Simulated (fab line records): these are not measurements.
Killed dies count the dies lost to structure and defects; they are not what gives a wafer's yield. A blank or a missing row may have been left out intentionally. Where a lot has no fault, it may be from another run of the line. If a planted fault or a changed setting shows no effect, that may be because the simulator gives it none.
The tool behind it: which one? | flow berkeley cmos170 | 13 lots with 39 wafers sampled at 2 steps, on a route of 331 steps

WHAT THE GAUGES SHOWED, per wafer
UCB170_V1_THK_MEAS_04.
lot  | measured     | on            | V1_POLISHED_THK (nm)
L471 | day 8 02:30  | film metro-04 | 999.0 1000.2 997.8
L472 | day 8 21:58  | film metro-04 | 999.4 1000.8 1000.3
L475 | day 8 23:17  | film metro-04 | 1001.8 998.8 999.5
L477 | day 9 01:59  | film metro-04 | 1002.8 999.6 999.5
L480 | day 10 02:01 | film metro-04 | 998.8 1002.6 1002.0
L484 | day 10 19:18 | film metro-04 | 999.8 999.1 999.1
L486 | day 11 02:53 | film metro-04 | 1000.3 998.8 1000.3
L487 | day 11 15:20 | film metro-03 | 998.5 1000.1 1000.6
L490 | day 11 19:19 | film metro-01 | 999.7 1001.2 1001.7
L492 | day 12 07:28 | film metro-04 | 1000.0 998.3 1001.0
L491 | day 12 08:47 | film metro-01 | 999.1 1000.4 1000.8
L493 | day 12 08:47 | film metro-04 | 999.6 998.6 998.3
L494 | day 12 19:35 | film metro-04 | 1001.3 1000.3 999.7

UCB170_V1_OVL_MEAS_13.
lot  | measured     | on         | V1_OVL (nm)
L471 | day 8 04:22  | overlay-01 | 4 -5 0
L472 | day 8 23:32  | overlay-02 | 0 5 10
L475 | day 9 00:29  | overlay-01 | 8 4 11
L477 | day 9 03:31  | overlay-01 | 3 -5 -5
L480 | day 10 03:13 | overlay-01 | 2 10 0
L484 | day 10 20:34 | overlay-02 | -2 0 -4
L486 | day 11 05:18 | overlay-01 | -5 -6 0
L487 | day 11 16:38 | overlay-01 | -4 1 -6
L490 | day 11 20:50 | overlay-02 | -1 0 -2
L492 | day 12 08:51 | overlay-01 | 3 5 5
L491 | day 12 10:22 | overlay-02 | 0 2 -4
L493 | day 12 10:05 | overlay-01 | 4 -5 3
L494 | day 12 20:55 | overlay-01 | -5 5 -1

WHAT TOOL EACH LOT RAN ON (gives the tool, then ch and the chambers of the sampled wafers, and finally the start)
No process step before these readings appears in the record.

AS READ BY THE TOOLS THEMSELVES (means over the sampled wafers that have a number; for cases with no such wafer, the mark the record gives instead)
The record holds no such reading with a usual standard deviation.

THE ANSWER, worked out from the rows above alone
Rule: what is usual is taken from the lots themselves. The widest of any qualifying gaps counts: lots, ordered by their means at a reading, are off when they make up no more than a third of the lots, leave a main group of 4 or more, and stand apart from it by 3 or more times the standard deviation of that group's means. A main group is skipped when, at the precision printed for the reading in the tables above, its means are all equal. A lot without any number at a reading at which 4 lots or more have one is off too. Any other lot the step has rows for is counted as sound. First the gauges in route order, then the tools' own readings, where a lot's mean is used as printed above. The first step at which some lot is off is used, and at that step the reading that is off furthest; a lot without a number counts as furthest.
Nothing can be told from this: no lot is off at any reading shown.

WHAT WAS PUT IN BY THE SIMULATOR
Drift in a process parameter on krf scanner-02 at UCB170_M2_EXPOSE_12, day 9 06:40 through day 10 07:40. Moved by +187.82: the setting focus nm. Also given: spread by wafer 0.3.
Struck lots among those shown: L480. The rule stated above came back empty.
